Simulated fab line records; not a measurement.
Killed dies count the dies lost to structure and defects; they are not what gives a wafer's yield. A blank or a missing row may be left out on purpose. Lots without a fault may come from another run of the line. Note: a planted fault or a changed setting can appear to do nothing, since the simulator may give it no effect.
Which tool is to blame? ; flow berkeley cmos170 ; 18 wafers from 6 lots sampled at 2 of the route's 331 steps

== WHAT THE GAUGES SHOWED, per wafer ==
UCB170_PWELL_OVL_MEAS_13.
lot;measured;on;PWELL_OVL (nm)
L321;day 3 14:05;overlay-01;-4 0 -5
L324;day 4 06:43;overlay-01;-9 -2 2
L326;day 4 15:38;overlay-01;-5 -3 2
L338;day 6 23:25;overlay-01;-7 1 -6
L339;day 7 03:16;overlay-01;-8 -6 -9
L340;day 7 11:16;overlay-01;-6 -4 -5

== WHAT TOOL EACH LOT RAN ON (gives the tool, then ch and the chambers of the sampled wafers, and finally the start) ==
lot;UCB170_PWELL_EXPOSE_10
L321;krf scanner-02 ch 0, day 3 13:42
L324;krf scanner-02 ch 0, day 4 06:21
L326;krf scanner-01 ch 0, day 4 15:01
L338;krf scanner-02 ch 0, day 6 23:02
L339;krf scanner-01 ch 0, day 7 02:48
L340;krf scanner-01 ch 0, day 7 10:32
- UCB170_PWELL_EXPOSE_10: exposes mask PWELL, target cd 3000 nm.

== THE ANSWER, worked out from the rows above alone ==
Rule: what is usual is taken from the lots themselves. Put in order of their means at a reading, lots are off if they are a third of the lots or fewer, leave a main group of 4 or more, and stand apart from it by a gap of 3 or more times the standard deviation of the main group's means; of several such gaps the widest counts. Not used: any main group whose means are identical at the precision the tables above print for the reading. Also off: a lot with no number at a reading for which 4 or more lots have one. Any other lot the step has rows for is counted as sound.
No lot is off at any reading shown: from this, nothing can be told.

== WHAT THE SIMULATOR HAD INSERTED ==
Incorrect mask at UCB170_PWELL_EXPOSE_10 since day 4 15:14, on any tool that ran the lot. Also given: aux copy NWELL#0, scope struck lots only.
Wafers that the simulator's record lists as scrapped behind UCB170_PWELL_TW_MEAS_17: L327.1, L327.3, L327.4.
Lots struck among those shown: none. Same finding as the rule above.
